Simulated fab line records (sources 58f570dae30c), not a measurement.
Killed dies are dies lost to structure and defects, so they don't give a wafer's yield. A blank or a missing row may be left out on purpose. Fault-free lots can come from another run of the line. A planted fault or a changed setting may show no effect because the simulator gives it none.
Comparing a struck lot with a sound one -- flow berkeley cmos170 -- 24 out of 331 route steps
Sound: these wafers, L350.1, L350.2, L350.4. Wafers struck: L359.1, L359.5, L359.6. The cause is named last.
At each step with rows: each side's tool, then ch and its chambers, then its first start. Under that, the readings that differ: sound wafers -- struck wafers -- difference of the means -- sigmas: that difference in standard deviations of wafers without a fault.
alike: words and numbers the same on both sides, and readings whose means are apart by under 2 such deviations; not compared: readings that were withheld, readings missing a value for some wafer, numbers with overlapping values and no deviation given by the record, and bounds like >300 which may hide the same value.
A row with sigmas, a row that says differs or no value, or rows on one side alone: a step with any of these is where the two part. Numbers that have no deviation but don't overlap get no sigmas and don't part them. A reading missing from all wafers of one side parts the sides only when that side holds two or more wafers.

first, 4 steps without rows for these wafers: UCB170_PWELL_WET_ETCH_19 (etches Si3N4 in H3PO4, time 14400 s); UCB170_PWELL_WET_ETCH_20 (etches SiO2 in BOE, time 22 s); UCB170_WELLDRIVE_CLEAN_00 (cleans in SPM, time 600 s); UCB170_WELLDRIVE_OXIDATION_01 (target thk 199 nm, ox time 9000 s).
UCB170_WELLDRIVE_THK_MEAS_02:
  sound on film metro-04, day 4 00:22; struck on film metro-03, day 5 18:21
  alike: WELLDRIVE_OXIDE_THK
then, 5 steps without rows for these wafers: UCB170_WELLDRIVE_ANNEAL_03 (time 900 s); UCB170_WELLDRIVE_WET_ETCH_04 (etches SiO2 in BOE, time 120 s); UCB170_ACTIVE_CLEAN_00 (cleans in SPM, time 600 s); UCB170_ACTIVE_CLEAN_01 (cleans in dHF, time 60 s); UCB170_ACTIVE_OXIDATION_02 (target thk 26.4 nm, ox time 1260 s).
UCB170_ACTIVE_THK_MEAS_03:
  sound on film metro-02, day 4 10:03; struck on film metro-04, day 6 03:06
  alike: ACTIVE_OXIDE_THK
then, 1 step without rows for these wafers: UCB170_ACTIVE_ANNEAL_04 (time 900 s).
UCB170_ACTIVE_CVD_05: deposits Si3N4 from SiH2Cl2/NH3, target thk 220 nm, time 3300 s.
  sound on lpcvd-01 ch 1, day 4 13:41; struck on lpcvd-02 ch 1, day 6 06:02
reading,sound,struck,difference,sigmas
zone power centre pct (%),37.7 38.2 38.5,35.1 34.4 35.0,-3.3,-2
model.Si3N4_of_ACTIVE_CVD_05.thk nm (nm),222.3 223.6 224.1,274.6 275.3 273.1,+51.0,
  alike: sih2cl2 flow sccm, spike tc source C
UCB170_ACTIVE_THK_MEAS_06:
  sound on film metro-04, day 4 15:36; struck on film metro-04, day 6 07:57
reading,sound,struck,difference,sigmas
ACTIVE_NITRIDE_THK (nm),222.2 223.4 224.2,274.3 275.2 273.1,+50.9,+28
then, 6 steps without rows for these wafers: UCB170_ACTIVE_HMDS_07 (prime time 60 s); UCB170_ACTIVE_COAT_08 (resist thk 900 nm); UCB170_ACTIVE_SOFTBAKE_09 (time 60 s); UCB170_ACTIVE_EXPOSE_10 (exposes mask ACTIVE, target cd 1200 nm); UCB170_ACTIVE_PEB_11; UCB170_ACTIVE_DEVELOP_12 (develop time 45 s).
UCB170_ACTIVE_CD_MEAS_13: the cd target is 1200 nm.
  sound on cd sem-01, day 4 17:11; struck on cd sem-01, day 6 09:41
  alike: cd nm
UCB170_ACTIVE_OVL_MEAS_14:
  sound on overlay-01, day 4 17:18; struck on overlay-02, day 6 09:49
  alike: ACTIVE_OVL
UCB170_ACTIVE_ETCH_15: etches Si3N4 in CH3F/Ar/O2, stops on SiO2, target depth 242 nm, time 151 s.
  sound on rie diel-03 ch 0,3, day 4 17:20; struck on rie diel-02 ch 2,3, day 6 09:51
reading,sound,struck,difference,sigmas
oes product au (a.u.),0.934 0.936 0.943,0.993 0.987 1.014,+0.060,+4
model.etch.depth nm (nm),222.3 223.6 224.1,239.4 240.1 243.3,+17.6,
  alike: O2_flow_sccm, drypump motor current A, throttle valve pct
  not compared: rf hours counter h
UCB170_ACTIVE_STRIP_16: strips in O2.
  sound on plasma asher-03 ch 0,1, day 4 17:29; struck on plasma asher-02 ch 0,1, day 6 09:57
  alike: drypump motor current A, oes product au, strip time to endpoint s
  not compared: rf hours counter h

WHERE THEY PART
Earliest at UCB170_ACTIVE_CVD_05; latest, in this record, at UCB170_ACTIVE_ETCH_15. Later steps at which nothing parts them and some readings are alike: UCB170_ACTIVE_STRIP_16.

WHY: whatever the simulator had introduced
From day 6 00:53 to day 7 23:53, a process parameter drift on lpcvd-02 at UCB170_ACTIVE_CVD_05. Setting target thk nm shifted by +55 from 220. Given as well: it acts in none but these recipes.
